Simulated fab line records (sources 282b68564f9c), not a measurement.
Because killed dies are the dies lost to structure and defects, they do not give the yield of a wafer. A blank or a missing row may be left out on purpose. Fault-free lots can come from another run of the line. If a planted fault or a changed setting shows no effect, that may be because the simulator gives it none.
The tool behind it: which one? | flow rit_cmos | Sampling: 14 lots, 42 wafers, 5 of 202 route steps

WHAT THE GAUGES READ, wafer by wafer
RIT_ACTIVE_BOW_MEAS_00.
lot  | measured    | on            | INCOMING_BOW (um)
L762 | day 1 10:01 | film_metro-01 | -6 1 10
L763 | day 1 15:00 | film_metro-03 | 8 10 5
L765 | day 2 01:01 | film_metro-04 | -2 -3 0
L766 | day 2 06:01 | film_metro-03 | -8 1 -2
L767 | day 2 11:01 | film_metro-01 | -2 -1 0
L768 | day 2 16:00 | film_metro-01 | 8 5 0
L769 | day 2 21:01 | film_metro-01 | 4 5 2
L770 | day 3 02:00 | film_metro-03 | 9 -7 -6
L772 | day 3 12:00 | film_metro-04 | -1 3 -2
L774 | day 3 22:01 | film_metro-01 | 7 -4 9
L776 | day 4 08:01 | film_metro-03 | 4 -6 11
L779 | day 4 23:00 | film_metro-04 | 9 4 -3
L784 | day 6 00:00 | film_metro-03 | -4 2 -11
L785 | day 6 05:00 | film_metro-01 | 4 -6 3

RIT_ACTIVE_THK_MEAS_02.
lot  | measured    | on            | ACTIVE_OXIDE_THK (nm)
L762 | day 1 12:04 | film_metro-04 | 45.4 45.0 46.1
L763 | day 1 17:03 | film_metro-04 | 47.3 46.5 46.4
L765 | day 2 03:04 | film_metro-03 | 48.1 48.2 47.6
L766 | day 2 08:04 | film_metro-04 | 47.4 47.6 47.9
L767 | day 2 13:04 | film_metro-04 | 46.0 46.2 45.9
L768 | day 2 18:03 | film_metro-04 | 48.6 48.4 49.0
L769 | day 3 01:26 | film_metro-04 | 47.1 47.2 47.6
L770 | day 3 04:03 | film_metro-01 | 47.8 46.1 46.7
L772 | day 3 14:03 | film_metro-01 | 44.6 45.0 44.8
L774 | day 4 00:19 | film_metro-04 | 45.4 44.6 45.5
L776 | day 4 10:04 | film_metro-03 | 47.4 47.3 47.5
L779 | day 5 01:03 | film_metro-03 | 46.7 46.3 46.4
L784 | day 6 03:01 | film_metro-04 | 46.4 47.7 47.4
L785 | day 6 07:46 | film_metro-04 | 48.0 47.6 47.0

RIT_PWELL_OVL_MEAS_06.
lot  | measured    | on         | PWELL_OVL (nm)
L762 | day 1 23:34 | overlay-02 | 1.1 0.4 0.6
L763 | day 2 04:46 | overlay-02 | -1.3 -1.8 0.6
L765 | day 2 12:53 | overlay-01 | 2.4 3.6 1.5
L766 | day 2 19:05 | overlay-02 | 0.5 0.4 -1.2
L767 | day 2 23:04 | overlay-01 | 1.4 1.7 3.2
L768 | day 3 04:56 | overlay-01 | -1.7 0.1 -0.5
L769 | day 3 12:58 | overlay-01 | -0.5 -0.4 -0.4
L770 | day 3 17:32 | overlay-02 | 2.2 1.8 2.3
L772 | day 4 00:26 | overlay-02 | 2.4 1.5 0.6
L774 | day 4 10:54 | overlay-02 | -1.0 0.8 1.0
L776 | day 4 20:56 | overlay-02 | 0.2 -1.3 0.2
L779 | day 5 12:54 | overlay-01 | -1.5 -1.8 -1.0
L784 | day 6 17:20 | overlay-01 | -0.5 1.0 0.6
L785 | day 6 21:23 | overlay-02 | 0.6 0.3 -0.1

RIT_CONTACT_CD_MEAS_08 targets a cd of 1000 nm.
lot  | measured    | on        | cd_nm (nm)
L762 | day 3 10:22 | cd_sem-01 | 998.4 997.4 995.3
L763 | day 3 12:50 | cd_sem-01 | 996.0 995.2 996.7
L765 | day 3 21:31 | cd_sem-01 | 1002.4 1001.8 1001.7
L766 | day 4 00:51 | cd_sem-02 | 1000.2 1000.5 1001.3
L767 | day 4 05:29 | cd_sem-01 | 1001.0 1000.2 1000.6
L768 | day 4 09:28 | cd_sem-01 | 1005.2 1008.1 1004.3
L769 | day 4 20:10 | cd_sem-01 | 998.8 999.0 998.3
L770 | day 4 22:46 | cd_sem-02 | 1000.2 1001.6 998.6
L772 | day 5 05:19 | cd_sem-01 | 1001.8 1002.0 1001.3
L774 | day 5 15:14 | cd_sem-02 | 1002.0 1003.1 1005.4
L776 | day 6 01:38 | cd_sem-01 | 989.6 989.8 990.4
L779 | day 6 21:43 | cd_sem-02 | 990.5 989.5 986.6
L784 | day 8 02:58 | cd_sem-01 | 998.9 999.3 999.0
L785 | day 8 09:29 | cd_sem-02 | 1002.8 1004.2 1002.7

EACH LOT AND THE TOOL THAT RAN IT (in order: tool; ch and the chambers of the sampled wafers; start)
lot  | RIT_CONTACT_COAT_03
L762 | litho_track-01 ch 0, day 3 09:25
L763 | litho_track-03 ch 0, day 3 11:59
L765 | litho_track-03 ch 0, day 3 20:35
L766 | litho_track-04 ch 0, day 3 23:46
L767 | litho_track-03 ch 0, day 4 04:33
L768 | litho_track-01 ch 0, day 4 08:39
L769 | litho_track-01 ch 0, day 4 19:14
L770 | litho_track-04 ch 0, day 4 21:50
L772 | litho_track-01 ch 0, day 5 04:22
L774 | litho_track-04 ch 0, day 5 14:25
L776 | litho_track-04 ch 0, day 6 00:50
L779 | litho_track-04 ch 0, day 6 20:46
L784 | litho_track-03 ch 0, day 8 02:09
L785 | litho_track-03 ch 0, day 8 08:41
- RIT_CONTACT_COAT_03: resist thk 1000 nm.

AS READ BY THE TOOLS THEMSELVES (means over the sampled wafers that have a number; for cases with no such wafer, the mark the record gives instead)
The record holds no such reading with a usual standard deviation.

THE ANSWER, worked out from the rows above alone
Rule: what is usual is taken from the lots themselves. The widest of any qualifying gaps counts: lots, ordered by their means at a reading, are off when they make up no more than a third of the lots, leave a main group of 4 or more, and stand apart from it by 3 or more times the standard deviation of that group's means. A main group whose means are all the same, to the digits that the tables above print for the reading, isn't used. A lot without any number at a reading at which 4 lots or more have one is off too. Any other lot the step has rows for is counted as sound. After the gauges, taken in route order, come the tools' own readings; for these a lot's mean is taken, as printed above. At the first step where some lot is off, the reading lying furthest off is the one used; lots without a number count as furthest.
None of the lots is off at any reading shown; this tells nothing.

WHAT THE SIMULATOR PUT IN
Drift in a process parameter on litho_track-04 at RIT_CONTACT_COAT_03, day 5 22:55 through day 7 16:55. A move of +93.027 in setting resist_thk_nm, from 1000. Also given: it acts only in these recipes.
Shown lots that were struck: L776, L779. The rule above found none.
